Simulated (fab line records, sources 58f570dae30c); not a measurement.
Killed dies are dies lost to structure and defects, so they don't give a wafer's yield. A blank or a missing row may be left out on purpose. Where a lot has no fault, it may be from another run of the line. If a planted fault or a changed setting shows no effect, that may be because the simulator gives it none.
Which tool was responsible? ; flow berkeley cmos170 ; 15 lots, 45 wafers sampled, at 1 step of a route of 331

WHAT THE GAUGES READ, wafer by wafer
Not one reading of a measure or inspect step in the record can be checked against a usual standard deviation.

WHAT TOOL EACH LOT RAN ON (gives the tool, then ch and the chambers of the sampled wafers, and finally the start)
lot;UCB170_PSD_EXPOSE_03
L610;krf scanner-01 ch 0, day 6 22:56
L612;krf scanner-02 ch 0, day 6 23:18
L611;krf scanner-01 ch 0, day 6 23:31
L614;krf scanner-02 ch 0, day 8 00:40
L615;krf scanner-01 ch 0, day 8 00:52
L616;krf scanner-01 ch 0, day 8 00:59
L619;krf scanner-02 ch 0, day 8 11:46
L617;krf scanner-01 ch 0, day 8 12:00
L618;krf scanner-02, day 8 12:14
L624;krf scanner-02, day 9 10:54
L620;krf scanner-01, day 9 11:13
L621;krf scanner-01 ch 0, day 9 11:20
L630;krf scanner-02 ch 0, day 10 18:38
L631;krf scanner-02 ch 0, day 11 05:14
L633;krf scanner-01 ch 0, day 11 17:37
- UCB170_PSD_EXPOSE_03: exposes mask PSELECT MOD, target cd 1200 nm.

WHAT THE TOOLS THEMSELVES READ (means of the sampled wafers that have a number; where no wafer has one, the mark that the record gives instead)
UCB170_PSD_EXPOSE_03. Usual: exposure dose mJ cm2 29.98, standard deviation 0.03; focus offset nm 0.1 nm, standard deviation 0.53.
lot;tool;exposure dose mJ cm2;focus offset nm (nm);flag
L610;krf scanner-01;29.96;0.3;
L612;krf scanner-02;29.98;0.4;
L611;krf scanner-01;29.98;-0.5;
L614;krf scanner-02;29.97;-0.6;
L615;krf scanner-01;30.00;-0.3;
L616;krf scanner-01;29.94;0.6;
L619;krf scanner-02;29.97;-0.3;
L617;krf scanner-01;29.95;-0.6;
L618;krf scanner-02;-;-;OFF
L624;krf scanner-02;-;-;OFF
L620;krf scanner-01;-;-;OFF
L621;krf scanner-01;29.96;0.3;
L630;krf scanner-02;30.00;0.2;
L631;krf scanner-02;29.94;0.4;
L633;krf scanner-01;29.98;0.7;

THE ANSWER, worked out from the rows above alone
Rule: a lot is off if the mean of its wafers that have a number lies more than 3 standard deviations from the usual mean. A lot without any number at a reading at which 4 lots or more have one is off too. Any other lot the step has rows for is counted as sound. Order of review: gauges by route order, followed by the tools' own readings, for which a lot's mean as printed above is used. The first step at which some lot is off is used, and at that step the reading that is off furthest; a lot without a number counts as furthest.
Off, at UCB170_PSD_EXPOSE_03 on exposure dose mJ cm2: L618, L624, L620. Without a number there: L618, L624, L620.
If a tool, at that step or one of the process steps before it, ran each lot that is off and ran no sound lot following the first of them, it fits. None of those tried fits.

WHAT THE SIMULATOR PUT IN
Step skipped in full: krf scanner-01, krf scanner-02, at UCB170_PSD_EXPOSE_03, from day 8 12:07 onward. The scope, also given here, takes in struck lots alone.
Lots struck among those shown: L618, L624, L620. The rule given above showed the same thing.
